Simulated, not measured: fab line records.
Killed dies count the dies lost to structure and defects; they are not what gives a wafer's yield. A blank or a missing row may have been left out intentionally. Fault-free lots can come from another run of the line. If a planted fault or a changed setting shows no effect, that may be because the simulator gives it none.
A lot that was struck, set against a sound lot -- flow rit-cmos -- 44 steps out of a route of 202
Sound: these wafers, L332.1, L332.4, L332.5. Wafers L329.1, L329.3, L329.4 were the ones struck. At the end, the cause is stated.
Order at every step that has rows: each side's tool, ch and its chambers, its first start. Under that, the readings that differ: sound wafers -- struck wafers -- difference of the means -- sigmas: that difference in standard deviations of wafers without a fault.
alike: readings with means less than 2 such deviations apart, plus words and numbers identical on both sides. not compared: withheld readings, readings lacking a value on some wafer, bounds such as >300 that could conceal the same value, and numbers that have no deviation in the record and whose values overlap.
Wherever a step has rows on one side only, a row that says differs or no value, or a row with sigmas, the two part there. Non-overlapping numbers with no deviation appear without sigmas and do not part them. A reading missing from all wafers of one side parts the sides only when that side holds two or more wafers.

first, 3 steps without rows for these wafers: RIT_REOX_CLEAN_01 (cleans in dHF, time 30 s); RIT_REOX_CLEAN_02 (cleans in SC2, time 600 s); RIT_REOX_OXIDATION_03 (target thk 25.2 nm, ox time 5580 s).
RIT_REOX_THK_MEAS_04:
  sound: film-metro-04 at day 5 09:44; struck: film-metro-04 at day 4 18:22
  alike: REOX_OXIDE_THK
then, 6 steps without rows for these wafers: RIT_NLDD_HMDS_00 (prime time 60 s); RIT_NLDD_COAT_01 (resist thk 1000 nm); RIT_NLDD_SOFTBAKE_02 (time 60 s); RIT_NLDD_EXPOSE_03 (exposes mask M7, target cd 40700 nm); RIT_NLDD_PEB_04; RIT_NLDD_DEVELOP_05 (develop time 50 s).
RIT_NLDD_OVL_MEAS_06:
  sound: overlay-01 at day 5 10:38; struck: overlay-02 at day 4 19:16
  alike: NLDD_OVL
then, 1 step without rows for these wafers: RIT_NLDD_HARDBAKE_07 (time 60 s).
RIT_NLDD_IMPLANT_08:
  sound on implanter-03 ch 0, day 5 10:49; struck on implanter-02 ch 0, day 4 19:27
reading,sound,struck,difference,sigmas
dose-ions-cm2,4.995e+14 5.002e+14 4.996e+14,5.086e+14 5.087e+14 5.076e+14,+8.533e+12,+16
RIT_NLDD_STRIP_09: strips in O2, time 180 s.
  sound on plasma-asher-02 ch 0,1, day 5 10:58; struck on plasma-asher-04 ch 0,1, day 4 19:36
  alike: chamber-pressure-mTorr, drypump-motor-current-A
  not compared: rf-hours-counter-h
RIT_NLDD_TW_MEAS_10:
  sound: film-metro-01 at day 5 11:09; struck: film-metro-01 at day 4 19:47
  alike: NLDD_TW
then, 6 steps without rows for these wafers: RIT_PLDD_HMDS_00 (prime time 60 s); RIT_PLDD_COAT_01 (resist thk 1000 nm); RIT_PLDD_SOFTBAKE_02 (time 60 s); RIT_PLDD_EXPOSE_03 (exposes mask M8, target cd 40900 nm); RIT_PLDD_PEB_04; RIT_PLDD_DEVELOP_05 (develop time 50 s).
RIT_PLDD_OVL_MEAS_06:
  sound: overlay-01 at day 5 12:04; struck: overlay-02 at day 4 20:41
  alike: PLDD_OVL
then, 2 steps without rows for these wafers: RIT_PLDD_HARDBAKE_07 (time 60 s); RIT_PLDD_IMPLANT_08.
RIT_PLDD_STRIP_09: strips in O2, time 180 s.
  sound on plasma-asher-04 ch 0, day 5 12:23; struck on plasma-asher-01 ch 0,1, day 4 21:02
  alike: chamber-pressure-mTorr, drypump-motor-current-A
  not compared: rf-hours-counter-h
RIT_PLDD_TW_MEAS_10:
  sound: film-metro-04 at day 5 12:34; struck: film-metro-04 at day 4 21:12
  alike: PLDD_TW
then, 4 steps without rows for these wafers: RIT_SPACER_CLEAN_00 (cleans in SC1, time 600 s); RIT_SPACER_CLEAN_01 (cleans in dHF, time 30 s); RIT_SPACER_CLEAN_02 (cleans in SC2, time 600 s); RIT_SPACER_CVD_03 (deposits Si3N4 from SiH2Cl2/NH3, target thk 250 nm, time 3300 s).
RIT_SPACER_THK_MEAS_04:
  sound: film-metro-02 at day 5 14:55; struck: film-metro-01 at day 4 23:33
  alike: SPACER_NITRIDE_THK
RIT_SPACER_ETCHBACK_05: etches Si3N4 in SF6/CHF3, stops on SiO2, target depth 250 nm, time 240 s.
  sound on rie-diel-02 ch 0,1,3, day 5 14:58; struck on rie-diel-02 ch 1,2,3, day 4 23:37
  alike: chamber-pressure-mTorr, drypump-motor-current-A, oes-product-au, rf-fwd-power-W, throttle-valve-pct
  not compared: rf-hours-counter-h
then, 6 steps without rows for these wafers: RIT_NSD_HMDS_00 (prime time 60 s); RIT_NSD_COAT_01 (resist thk 1000 nm); RIT_NSD_SOFTBAKE_02 (time 60 s); RIT_NSD_EXPOSE_03 (exposes mask M9, target cd 40700 nm); RIT_NSD_PEB_04; RIT_NSD_DEVELOP_05 (develop time 50 s).
RIT_NSD_OVL_MEAS_06:
  sound: overlay-02 at day 5 15:58; struck: overlay-01 at day 5 00:37
  alike: NSD_OVL
then, 2 steps without rows for these wafers: RIT_NSD_HARDBAKE_07 (time 60 s); RIT_NSD_IMPLANT_08.
RIT_NSD_STRIP_09: strips in O2, time 180 s.
  sound on plasma-asher-02 ch 0,1, day 5 16:19; struck on plasma-asher-04 ch 0,1, day 5 00:56
  alike: chamber-pressure-mTorr, drypump-motor-current-A
  not compared: rf-hours-counter-h
RIT_SDANNEAL_RS_MEAS_07: the measuring method here is four-point-probe.
  sound: film-metro-02 at day 5 18:45; struck: film-metro-04 at day 5 03:23
reading,sound,struck,difference,sigmas
NLDD_RS (ohm/sq),152.0 151.6 151.8,149.2 149.0 149.5,-2.6,-5
RIT_M1_PROBE_99:
  sound: prober-01 at day 6 01:52; struck: prober-02 at day 5 10:39
  alike: killed_at_M0_to_M3, killed-at-contacts, killed-at-front-end, killed-dies, killed-open, killed-short

WHERE THEY PART
At RIT_NLDD_IMPLANT_08 first; at RIT_SDANNEAL_RS_MEAS_07 last (within this record only). Later steps at which nothing parts them and some readings are alike: RIT_M1_PROBE_99.

WHY: whatever the simulator had introduced
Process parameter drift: implanter-02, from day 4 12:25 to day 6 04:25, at RIT_NLDD_IMPLANT_08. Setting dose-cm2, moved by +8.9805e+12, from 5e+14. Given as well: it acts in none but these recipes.
